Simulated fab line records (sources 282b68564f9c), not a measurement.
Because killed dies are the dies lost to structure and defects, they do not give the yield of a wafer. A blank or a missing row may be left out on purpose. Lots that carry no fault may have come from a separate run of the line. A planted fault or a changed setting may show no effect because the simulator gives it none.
A single fault, viewed from 2 desks    flow ritCmos    every desk sees just its own numbers, and what lay behind them comes last

## FROM THE METROLOGY DESK
What the gauges read for every lot (on any tool): the sampled wafers with a number, averaged. The brackets show how far a lot's mean lies from the usual mean; more than 4 standard deviations puts the lot out of limits, marked OUT.
Columns: A = PLDD_RS at RIT_SDANNEAL_RS_MEAS_06, usual 178.7 ohm/sq; B = NLDD_RS at RIT_SDANNEAL_RS_MEAS_07, usual 152.1 ohm/sq; C = SILICIDE_TI_RS at RIT_SILICIDE_RS_MEAS_02, usual 47.6 ohm/sq; D = SILICIDE_TI_THK at RIT_SILICIDE_THK_MEAS_03, usual 30.2 nm; E = CONTACT_TEOS_THK at RIT_CONTACT_THK_MEAS_01, usual 400 nm; F = cdNm at RIT_CONTACT_CD_MEAS_08, usual 999.8 nm; G = CONTACT_OVL at RIT_CONTACT_OVL_MEAS_09, usual 2.0 nm
lot   first seen here  A      B      C     D     E    F                 G
L227  day 3 11:19      178.0  152.1  48.2  30.0  403  999.0             1.8
L228  day 3 18:01      178.4  151.9  47.4  30.2  403  1001.0            1.9
L235  day 5 07:32      178.1  151.8  47.3  30.2  401  1153.8 (+57) OUT  3.3
L237  day 5 14:26      179.4  152.7  48.0  29.9  405  1123.7 (+46) OUT  1.3
L240  day 6 04:32      178.2  151.6  47.4  30.3  403  1003.1            2.9
L245  day 7 05:35      179.1  152.2  47.8  30.1  398  996.2             1.4
This desk finds L235, L237 out of limits, L235 being first, at day 5 09:22 (cdNm at RIT_CONTACT_CD_MEAS_08). In limits: L227, L228, L240, L245.

## TOOL OWNER'S DESK, lithoTrack-04
The tool's own readings at RIT_CONTACT_COAT_03 (resist thk 1000 nm): means of the sampled wafers that have a number, for each lot that ran on this tool. The brackets show how far a lot's mean lies from the usual mean; more than 4 standard deviations puts the lot out of limits, marked OUT.
Columns: A = resistLineTempC at RIT_CONTACT_COAT_03, usual 23.00 C
lot   first seen here  A
L227  day 3 12:22      23.03
L235  day 5 08:34      23.06
L237  day 5 15:29      22.88
Result from this desk: across the 3 lots, nothing is out of limits.

## TAKEN TOGETHER
Metrology desk: alarm possible at day 5 09:22 on L235, L237.
The desk of the tool owner found nothing out of limits.
On record at the tool owner's desk: L235, L237, within its limits.
The lots listed all ran RIT_CONTACT_COAT_03 on lithoTrack-04.

## WHAT THE SIMULATOR HAD INSERTED
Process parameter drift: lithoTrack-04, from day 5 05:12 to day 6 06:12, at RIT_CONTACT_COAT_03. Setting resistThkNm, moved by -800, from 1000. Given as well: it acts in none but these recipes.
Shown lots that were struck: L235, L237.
Time in hours between the start of the fault and the first out-of-limits reading at each desk: metrology desk, 4.
